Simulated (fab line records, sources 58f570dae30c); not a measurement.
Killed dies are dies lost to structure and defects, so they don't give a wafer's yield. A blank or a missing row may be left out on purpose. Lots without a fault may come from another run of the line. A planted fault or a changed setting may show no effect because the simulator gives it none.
One fault seen from 2 desks | flow berkeley_cmos170 | each desk has only its own numbers; what lay behind them comes last

THE TOOL OWNER'S DESK: implanter-03
The tool's own readings at UCB170_NLDD_IMPLANT_09: means of the sampled wafers that have a number, for each lot that ran on this tool. A lot is out of limits, marked OUT, if its mean lies more than 4 standard deviations from the usual mean; the brackets give that distance.
Columns: A = dose_ions_cm2 at UCB170_NLDD_IMPLANT_09, usual 4.999e+13; B = tilt_deg at UCB170_NLDD_IMPLANT_09, usual 7.000 degrees
lot  | first seen here | A         | B
L311 | day 6 06:02     | 5.001e+13 | 6.996
L312 | day 6 06:41     | 4.999e+13 | 7.015
L320 | day 7 20:38     | 4.996e+13 | 6.992
L328 | day 9 16:39     | 5.002e+13 | 8.944 (+99 or more) OUT
L329 | day 10 07:44    | 4.997e+13 | 8.954 (+99 or more) OUT
This desk's finding: out of limits on L328, L329; first on L328, day 9 16:39 (tilt_deg at UCB170_NLDD_IMPLANT_09). In limits: L311, L312, L320.

THE METROLOGY DESK
What the gauges read, lot by lot, whatever tool the lot ran on: means of the sampled wafers that have a number. A lot is out of limits, marked OUT, if its mean lies more than 4 standard deviations from the usual mean; the brackets give that distance.
Columns: A = GATE_OXIDE_THK at UCB170_GATE_THK_MEAS_02, usual 6.62 nm; B = cd_nm at UCB170_PSD_CD_MEAS_06, usual 1199.8 nm
lot  | first seen here | A    | B
L311 | day 5 20:02     | 6.40 | 1201.2
L310 | day 5 20:07     | 6.60 | 1200.6
L312 | day 5 20:07     | 6.63 | 1199.4
L316 | day 6 12:40     | 6.55 | 1201.8
L317 | day 6 23:09     | 6.60 | 1199.8
L318 | day 6 23:09     | 6.64 | 1200.2
L320 | day 7 08:05     | 6.57 | 1199.6
L319 | day 7 08:06     | 6.58 | 1200.0
L322 | day 7 17:38     | 6.80 | 1200.9
L328 | day 9 04:32     | 6.64 | 1200.5
L327 | day 9 07:02     | 6.71 | 1198.8
L330 | day 9 20:29     | 6.71 | 1200.7
L329 | day 9 20:30     | 6.58 | 1201.6
L333 | day 10 12:55    | 6.64 | 1197.7
This desk's finding: nothing out of limits on any of the 14 lots.

PUT TOGETHER
The tool owner's desk could have raised an alarm at day 9 16:39, on L328, L329.
The metrology desk saw nothing out of limits.
The metrology desk has L328, L329 on record, within its limits.
Of the lots named, all ran UCB170_NLDD_IMPLANT_09 on implanter-03.

WHAT THE SIMULATOR HAD PUT IN
Process parameter drift: implanter-03, from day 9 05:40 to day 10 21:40, at UCB170_NLDD_IMPLANT_09. Setting tilt_deg, moved by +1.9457, from 7. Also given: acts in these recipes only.
Lots struck among those shown: L328, L329.
Hours from the fault's start to each desk's first reading out of limits: the tool owner's desk, 11.
